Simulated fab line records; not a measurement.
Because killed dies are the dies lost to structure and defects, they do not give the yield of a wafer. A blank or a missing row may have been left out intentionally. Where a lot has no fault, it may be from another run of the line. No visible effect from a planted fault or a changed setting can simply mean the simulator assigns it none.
Shared-tool check -- flow rit_cmos -- Sample size 14 lots and 48 wafers

## REASON IT WAS OPENED
Of 14 lots, 2 have the reading PLDD_TW flagged at RIT_PLDD_TW_MEAS_10. Fault-free wafers read 2358, with a standard deviation of 28.
Rule: flag the lot when none of its wafers has a number, or when each of its wafers that has one lies beyond 4 standard deviations from that mean. All remaining lots are regarded as sound.

lot,measured,on,"PLDD_TW, wafer by wafer",flag
L592,day 3 00:02,film_metro-01,2380 2393 2382,
L593,day 3 06:01,film_metro-03,2360 2341 2329,
L594,day 3 10:22,film_metro-01,2386 2393 2383,
L595,day 3 13:59,film_metro-03,2330 2338 2343,
L600,day 4 17:34,film_metro-03,30 30 30 30 30 30,FLAGGED
L601,day 4 20:52,film_metro-03,30 30 30 30 30 30,FLAGGED
L603,day 5 04:37,film_metro-01,2378 2376 2373,
L606,day 5 20:24,film_metro-01,2384 2369 2371,
L608,day 6 05:37,film_metro-02,2361 2369 2364,
L609,day 6 13:20,film_metro-01,2378 2391 2368,
L610,day 6 15:20,film_metro-01,2379 2381 2376,
L613,day 7 07:23,film_metro-01,2387 2392 2397,
L614,day 7 14:58,film_metro-03,2319 2323 2320,
L615,day 7 19:08,film_metro-02,2382 2376 2371,
The mean of the flagged lots' numbers is 30, -2328 from the usual (-83 standard deviations).

## WHICH TOOL RAN EACH LOT
The record keeps 1 process step preceding the reading, out of 202 steps on the route. In each cell: the tool, then ch and the chambers that the sampled wafers went through, then the start.
lot,flag,RIT_NLDD_STRIP_09
L592,,"plasma_asher-03 ch 0,1, day 2 22:12"
L593,,"plasma_asher-03 ch 0,1, day 3 04:17"
L594,,"plasma_asher-04 ch 0,1, day 3 08:32"
L595,,"plasma_asher-04 ch 1, day 3 12:16"
L600,FLAGGED,"plasma_asher-03 ch 0,1, day 4 15:51"
L601,FLAGGED,"plasma_asher-02 ch 0,1, day 4 19:17"
L603,,"plasma_asher-02 ch 0,1, day 5 03:00"
L606,,"plasma_asher-04 ch 0,1, day 5 18:43"
L608,,"plasma_asher-03 ch 0, day 6 04:00"
L609,,"plasma_asher-03 ch 0,1, day 6 11:37"
L610,,"plasma_asher-04 ch 0,1, day 6 13:47"
L613,,"plasma_asher-02 ch 0,1, day 7 05:47"
L614,,"plasma_asher-03 ch 0,1, day 7 13:22"
L615,,"plasma_asher-02 ch 0,1, day 7 17:32"
What these steps do:
- RIT_NLDD_STRIP_09: strips in O2, time 180 s.
- RIT_PLDD_TW_MEAS_10

## FLAGGED OVER TOTAL, TOOL BY TOOL (the gauges that took the reading come last)
step,tool,lots run,flagged,share of the flagged lots,sound lots run after its first flagged lot
RIT_NLDD_STRIP_09,plasma_asher-02,4,1,some,"3 (L603,L613,L615)"
RIT_NLDD_STRIP_09,plasma_asher-03,6,1,some,"3 (L608,L609,L614)"
RIT_NLDD_STRIP_09,plasma_asher-04,4,0,none,-
RIT_PLDD_TW_MEAS_10,film_metro-01,7,0,none,-
RIT_PLDD_TW_MEAS_10,film_metro-02,2,0,none,-
RIT_PLDD_TW_MEAS_10,film_metro-03,5,2,all,1 (L614)

## WHAT THE TABLE ALLOWS
All flagged lots share 1 row of the table, namely film_metro-03 at RIT_PLDD_TW_MEAS_10.
- film_metro-03 at RIT_PLDD_TW_MEAS_10 ran 5 lots, 2 of them flagged. Sound lots followed the first flagged one (L614) on it, something a lasting fault affecting the whole tool could not allow.
No row of the table ran every flagged lot and no sound lot after the first.

## WHAT THE SIMULATOR HAD PUT IN
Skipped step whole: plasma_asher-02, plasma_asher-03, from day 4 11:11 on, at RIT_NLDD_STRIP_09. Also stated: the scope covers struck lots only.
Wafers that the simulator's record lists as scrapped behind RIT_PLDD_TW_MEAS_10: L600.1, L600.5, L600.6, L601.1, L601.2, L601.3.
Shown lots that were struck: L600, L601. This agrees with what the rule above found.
